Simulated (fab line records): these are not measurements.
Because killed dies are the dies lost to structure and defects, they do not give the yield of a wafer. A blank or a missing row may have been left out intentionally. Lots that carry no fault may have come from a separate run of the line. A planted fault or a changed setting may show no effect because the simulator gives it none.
2 desks looking at one fault || flow rit_cmos || what lay behind the numbers comes last; until then each desk has only its own

METROLOGY DESK
Means of the sampled wafers that have a number, per lot and without regard to the tool the lot ran on: this is what the gauges read. A lot is out of limits, marked OUT, if its mean lies more than 4 standard deviations from the usual mean; the brackets give that distance.
Columns: A = ACTIVE_OXIDE_THK at RIT_ACTIVE_THK_MEAS_02, usual 46.8 nm
{"lot": "L660", "first seen here": "day 1 17:17", "A": 45.4}
{"lot": "L663", "first seen here": "day 2 08:40", "A": 47.7}
{"lot": "L664", "first seen here": "day 2 14:27", "A": 47.7}
{"lot": "L665", "first seen here": "day 2 18:04", "A": 45.5}
{"lot": "L666", "first seen here": "day 2 23:50", "A": 46.6}
{"lot": "L667", "first seen here": "day 3 05:07", "A": 45.6}
{"lot": "L668", "first seen here": "day 3 09:03", "A": 46.8}
{"lot": "L669", "first seen here": "day 3 15:50", "A": 46.1}
{"lot": "L670", "first seen here": "day 3 20:13", "A": 46.2}
{"lot": "L671", "first seen here": "day 4 00:44", "A": 47.8}
{"lot": "L675", "first seen here": "day 4 20:52", "A": 47.2}
{"lot": "L679", "first seen here": "day 5 16:11", "A": "53.7 (+8.0) OUT"}
{"lot": "L680", "first seen here": "day 5 21:04", "A": "53.8 (+8.2) OUT"}
{"lot": "L682", "first seen here": "day 6 07:53", "A": 46.9}
This desk's finding: out of limits on L679, L680; first on L679, day 5 16:11 (ACTIVE_OXIDE_THK at RIT_ACTIVE_THK_MEAS_02). Within limits: L660, L663, L664, L665, L666, L667, L668, L669, L670, L671, L675, L682.

AT THE TOOL OWNER'S DESK: furnace-03
The tool's own readings at RIT_ACTIVE_OXIDATION_01 (target thk 46.8 nm, ox time 3360 s): means of the sampled wafers that have a number, for each lot that ran on this tool. A lot is out of limits, marked OUT, if its mean lies more than 4 standard deviations from the usual mean; the brackets give that distance.
Columns: A = spike_tc_centre_C at RIT_ACTIVE_OXIDATION_01, usual 1003.4 C; B = spike_tc_load_C at RIT_ACTIVE_OXIDATION_01, usual 1026.6 C; C = spike_tc_source_C at RIT_ACTIVE_OXIDATION_01, usual 1027.2 C; D = tube_center_temp_C at RIT_ACTIVE_OXIDATION_01, usual 1000 C; E = tube_center_temp_C_max at RIT_ACTIVE_OXIDATION_01, usual 1002.6; F = zone_power_centre_pct at RIT_ACTIVE_OXIDATION_01, usual 56 %
{"lot": "L665", "first seen here": "day 2 16:07", "A": 1003.1, "B": 1026.1, "C": 1027.0, "D": 1000, "E": 1002.7, "F": 56}
{"lot": "L667", "first seen here": "day 3 03:11", "A": 1003.3, "B": 1025.2, "C": 1026.5, "D": 1000, "E": 1002.6, "F": 56}
{"lot": "L668", "first seen here": "day 3 07:07", "A": 1004.7, "B": 1026.6, "C": 1028.8, "D": 1000, "E": 1002.7, "F": 55}
{"lot": "L669", "first seen here": "day 3 13:53", "A": 1003.5, "B": 1026.2, "C": 1026.6, "D": 1000, "E": 1002.6, "F": 55}
{"lot": "L675", "first seen here": "day 4 18:56", "A": 1003.6, "B": 1026.0, "C": 1027.4, "D": 1000, "E": 1002.5, "F": 56}
{"lot": "L679", "first seen here": "day 5 14:15", "A": "1018.2 (+8.2) OUT", "B": "1040.3 (+6.9) OUT", "C": "1042.8 (+13) OUT", "D": "1015 (+99 or more) OUT", "E": "1017.5 (+35) OUT", "F": 56}
{"lot": "L680", "first seen here": "day 5 19:07", "A": "1018.0 (+8.1) OUT", "B": "1040.4 (+6.9) OUT", "C": "1043.9 (+14) OUT", "D": "1015 (+99 or more) OUT", "E": "1017.5 (+35) OUT", "F": 56}
This desk finds L679, L680 out of limits, L679 being first, at day 5 14:15 (spike_tc_centre_C at RIT_ACTIVE_OXIDATION_01). Within limits: L665, L667, L668, L669, L675.

TAKEN TOGETHER
The tool owner's desk had the chance to raise an alarm at day 5 14:15 on L679, L680.
An alarm was possible from the metrology desk at day 5 16:11, on L679, L680.
Every lot named ran RIT_ACTIVE_OXIDATION_01 on furnace-03.

WHAT HAD BEEN PUT IN BY THE SIMULATOR
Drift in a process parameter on furnace-03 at RIT_ACTIVE_OXIDATION_01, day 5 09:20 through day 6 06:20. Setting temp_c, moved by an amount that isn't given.
Shown lots that were struck: L679, L680.
Hours from the fault's start to each desk's first reading out of limits: the tool owner's desk, 5; the metrology desk, 7.
